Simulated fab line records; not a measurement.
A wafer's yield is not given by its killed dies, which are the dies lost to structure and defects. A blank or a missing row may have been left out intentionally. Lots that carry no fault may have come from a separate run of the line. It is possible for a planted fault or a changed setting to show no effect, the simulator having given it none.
Problem report in the 8D (eight disciplines) form, filled by code ; flow ritCmos ; the parts of the form that need people (team, actions taken, sign-off) are left out

## 1. THE ISSUE
Across 6 wafers from 2 lots, PWELL_TW at RIT_PWELL_TW_MEAS_10 averages 861, while fault-free wafers read 946 with a standard deviation of 4.6. That puts it -19 standard deviations away from the usual mean.
Earliest sighting: wafer L782.2 on filmMetro-01 at day 3 14:42. Wafers with a number at this step in the record: 33, from 11 lots. Rule for "out" (also "out of limits"): further than 4 standard deviations from the usual mean. All remaining wafers that have a number are taken as sound.

## 2. WHAT IT IS; WHAT IT IS NOT
question;is;is not
which readings at this step;PWELL_TW;-
which lots;L782, L783;L774, L775, L776, L777, L778, L780, L793, L794, L795
which wafers of those lots;all that have a number;-
read on which gauges;filmMetro-01;filmMetro-04
when;from day 3 14:42;"up to then (18 sound wafers); but 9 sound wafers of L793, L794, L795 came after"

## 3. SUSPECTS, AND WHAT RULES EACH OUT
Counting: a tool stays on the suspect list if, at a process step up to the reading, it processed all lots that are out and no sound lot following the first of them.
- the gauge at RIT_PWELL_TW_MEAS_10: ruled out. All the wafers that are out were read on filmMetro-01, but those of them that RIT_PWELL_IMPLANT_08 has rows for are out there too, on other tools.
- implanter-04 at RIT_PWELL_IMPLANT_08: kept. It ran every lot that is out, first L782 (day 3 14:23), and no sound lot after that; its last sound lot up to then is L776 (day 2 08:52). Its own doseIonsCm2, faradayCurrentUA readings are out on those wafers.
Left after counting: implanter-04 at RIT_PWELL_IMPLANT_08.

## 4. THE CAUSE (what the simulator had put in)
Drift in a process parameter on implanter-04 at RIT_PWELL_IMPLANT_08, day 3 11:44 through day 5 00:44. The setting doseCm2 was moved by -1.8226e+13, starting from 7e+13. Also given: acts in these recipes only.
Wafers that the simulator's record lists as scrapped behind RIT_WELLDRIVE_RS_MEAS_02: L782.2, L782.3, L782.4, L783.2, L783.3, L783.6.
This tool alone remained once counting was done.

## 5. THE EFFECT CHAIN, in route order
One row per reading whose mean, taken over the struck wafers that have a number, lies over 3 standard deviations from the usual. Only readings whose record carries a usual standard deviation are examined. hours: median over the lots of the time between each lot's start at the first step of this table that gives one and its start at this step. sigmas: the change, counted in usual standard deviations.
hours;step;reading;usual;on struck wafers;change;sigmas
0;RIT_PWELL_IMPLANT_08;doseIonsCm2;7.002e+13;5.179e+13;-1.823e+13;-99 or more
0;RIT_PWELL_IMPLANT_08;faradayCurrentUA;222;162;-60;-13
0;RIT_PWELL_TW_MEAS_10;PWELL_TW;946;861;-85;-19
10;RIT_WELLDRIVE_RS_MEAS_02;PWELL_RS;429.3 ohm/sq;519.5;+90.2;+64
Process steps it contains:
- RIT_PWELL_IMPLANT_08

## 6. HOW IT WOULD HAVE BEEN CAUGHT EARLIER
3 hours passed between the start of the fault at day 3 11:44 and the first reading out of limits at a measuring or inspecting step in this record, taken at day 3 14:42.
At RIT_PWELL_IMPLANT_08, the tool's own readings (doseIonsCm2, faradayCurrentUA) were out on each struck wafer the step has a row for, so an alarm limit on them would have fired on the first such wafer.
L783, from the lots that are out (2), started RIT_PWELL_IMPLANT_08 on implanter-04 later than day 3 14:42. A hold on the tool at that time would have spared it.
